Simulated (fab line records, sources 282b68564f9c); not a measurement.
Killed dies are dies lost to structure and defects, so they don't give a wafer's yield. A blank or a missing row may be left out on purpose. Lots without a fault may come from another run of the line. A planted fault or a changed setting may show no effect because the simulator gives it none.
A struck lot beside a sound one | flow rit_cmos | 21 steps out of a route of 202
Sound: wafers L832.1, L832.4, L832.5. Struck: wafers L830.1, L830.2, L830.5. The cause comes at the end.
At each step with rows: each side's tool, then ch and its chambers, then its first start. Under that, the readings that differ: sound wafers | struck wafers | difference of the means | sigmas: that difference in standard deviations of wafers without a fault.
alike: readings whose means differ by less than 2 such deviations, and words and numbers that are the same on both sides. not compared: withheld readings, readings that some wafer has no value for, bounds like >300 that may hide the same value, and numbers for which the record gives no deviation and whose values overlap.
The two part at a step that has a row with sigmas, a row that says differs or no value, or rows on one side only. Numbers that don't overlap but have no deviation are shown without sigmas and don't part them. A reading that every wafer of one side lacks parts them only if that side has two wafers or more.

first, 1 step without rows for these wafers: RIT_SILICIDE_WET_ETCH_00 (etches SiO2 in BOE, target depth 14 nm, time 15 s).
RIT_SILICIDE_SPUTTER_01: material Ti, target thk 30 nm, time 240 s.
  sound on pvd_sputter-04, day 4 15:49; struck on pvd_sputter-04, day 4 03:44
  reading                  | sound                | struck               | difference | sigmas
  chamber_pressure_pa (Pa) | 0.6658 0.6659 0.6651 | 0.6696 0.6678 0.6678 | +0.0028    | +2
  alike: throttle_valve_pct
RIT_SILICIDE_RS_MEAS_02: measures by four-point-probe.
  sound on film_metro-04, day 4 15:58; struck on film_metro-03, day 4 03:53
  alike: SILICIDE_TI_RS
RIT_SILICIDE_THK_MEAS_03: measures by xrf.
  sound on film_metro-04, day 4 16:05; struck on film_metro-03, day 4 04:00
  alike: SILICIDE_TI_THK
RIT_SILICIDE_RTA_04: time 10 s, ramp up 5 s, ramp down 5 s.
  sound on rtp_anneal-02 ch 0, day 4 16:09; struck on rtp_anneal-02 ch 0, day 4 04:04
  reading        | sound             | struck            | difference | sigmas
  chamber_o2_ppm | 1.942 1.954 1.954 | 2.002 2.015 2.005 | +0.057     | +3
  alike: anneal_temp_c_max, wafer_temp_C_max
then, 1 step without rows for these wafers: RIT_SILICIDE_WET_ETCH_05 (etches Ti in SPM, time 120 s).
RIT_SILICIDE_RTA_06: time 10 s, ramp up 5 s, ramp down 10 s.
  sound on rtp_anneal-01 ch 0, day 4 16:16; struck on rtp_anneal-01 ch 0, day 4 04:13
  alike: anneal_temp_c_max, chamber_o2_ppm, wafer_temp_C_max
RIT_CONTACT_CVD_00: deposits SiO2 from TEOS, target thk 400 nm, time 61 s.
  sound on pecvd-01 ch 0,2, day 4 16:20; struck on pecvd-01 ch 1,2, day 4 04:17
  alike: heater_power_w
RIT_CONTACT_THK_MEAS_01:
  sound on film_metro-02, day 4 16:23; struck on film_metro-03, day 4 04:20
  alike: CONTACT_TEOS_THK
then, 3 steps without rows for these wafers: RIT_CONTACT_HMDS_02 (prime time 60 s); RIT_CONTACT_COAT_03 (resist thk 1000 nm); RIT_CONTACT_SOFTBAKE_04 (time 60 s).
RIT_CONTACT_EXPOSE_05: exposes mask M11, target cd 1000 nm.
  sound on iline_stepper-02 ch 0, day 4 16:53; struck on iline_stepper-01 ch 0, day 4 04:59
  reading              | sound                | struck               | difference | sigmas
  exposure_dose_mJ_cm2 | 250.01 249.84 250.22 | 241.21 241.12 240.92 | -8.94      | -39
  alike: mask
then, 2 steps without rows for these wafers: RIT_CONTACT_PEB_06; RIT_CONTACT_DEVELOP_07 (develop time 120 s).
RIT_CONTACT_CD_MEAS_08: target cd 1000 nm.
  sound on cd_sem-01, day 4 17:24; struck on cd_sem-01, day 4 05:34
  reading    | sound              | struck            | difference | sigmas
  cd_nm (nm) | 999.0 999.0 1000.3 | 989.8 993.2 989.6 | -8.6       | -3
RIT_CONTACT_OVL_MEAS_09:
  sound on overlay-02, day 4 17:31; struck on overlay-02, day 4 05:41
  alike: CONTACT_OVL
then, 1 step without rows for these wafers: RIT_CONTACT_HARDBAKE_10 (time 60 s).
RIT_CONTACT_ETCH_11: etches SiO2 in CHF3/CF4/Ar, stops on TiSi2, target depth 480 nm, time 320 s.
  sound on rie_diel-02 ch 0,1,2, day 4 17:43; struck on rie_diel-04 ch 0,1,2, day 4 05:53
  reading                  | sound          | struck            | difference | sigmas
  model.CONTACT.cd_nm (nm) | 999.1 999 1000 | 989.8 993.5 989.2 | -8.5       |
  alike: drypump_motor_current_A, mfc_ar_sccm, oes_product_au, throttle_valve_pct
  not compared: rf_hours_counter_h
RIT_CONTACT_STRIP_12: strips in O2, time 180 s.
  sound on plasma_asher-01 ch 0,1, day 4 17:54; struck on plasma_asher-02 ch 0,1, day 4 06:04
  alike: drypump_motor_current_A
  not compared: rf_hours_counter_h
RIT_M1_PROBE_99:
  sound on prober-01, day 4 22:53; struck on prober-01, day 4 11:26
  reading                                    | sound             | struck            | difference | sigmas
  model.etest.nplus_sal.width_nm (nm)        | 3445 3422 3450    | 3386 3416 3400    | -38        |
  model.etest.contact_to_gate.bv_right_v (V) | 92.16 91.14 91.23 | 92.38 92.3 95.74  | +1.96      |
  model.etest.nmos_0p15.tox_inv_nm (nm)      | 4.45 4.483 4.44   | 4.518 4.516 4.507 | +0.056     |
  model.etest.diode_nplus_comb.cj_ff_um2     | 2.639 2.632 2.658 | 2.575 2.617 2.541 | -0.065     |
  alike: killed_at_contacts, killed_at_front_end, killed_dies, killed_open, killed_short
  not compared: model.etest.pplus_sal.width_nm, model.etest.pwell_pinched.rs_ohm_sq, model.etest.nwell_pinched.rs_ohm_sq, model.etest.contact_to_gate.bv_left_v

WHERE THEY PART
First at RIT_SILICIDE_SPUTTER_01; last, within this record, at RIT_CONTACT_CD_MEAS_08. Later steps at which nothing parts them and some readings are alike: RIT_CONTACT_OVL_MEAS_09, RIT_CONTACT_ETCH_11, RIT_CONTACT_STRIP_12, RIT_M1_PROBE_99.

WHY: what the simulator had put in
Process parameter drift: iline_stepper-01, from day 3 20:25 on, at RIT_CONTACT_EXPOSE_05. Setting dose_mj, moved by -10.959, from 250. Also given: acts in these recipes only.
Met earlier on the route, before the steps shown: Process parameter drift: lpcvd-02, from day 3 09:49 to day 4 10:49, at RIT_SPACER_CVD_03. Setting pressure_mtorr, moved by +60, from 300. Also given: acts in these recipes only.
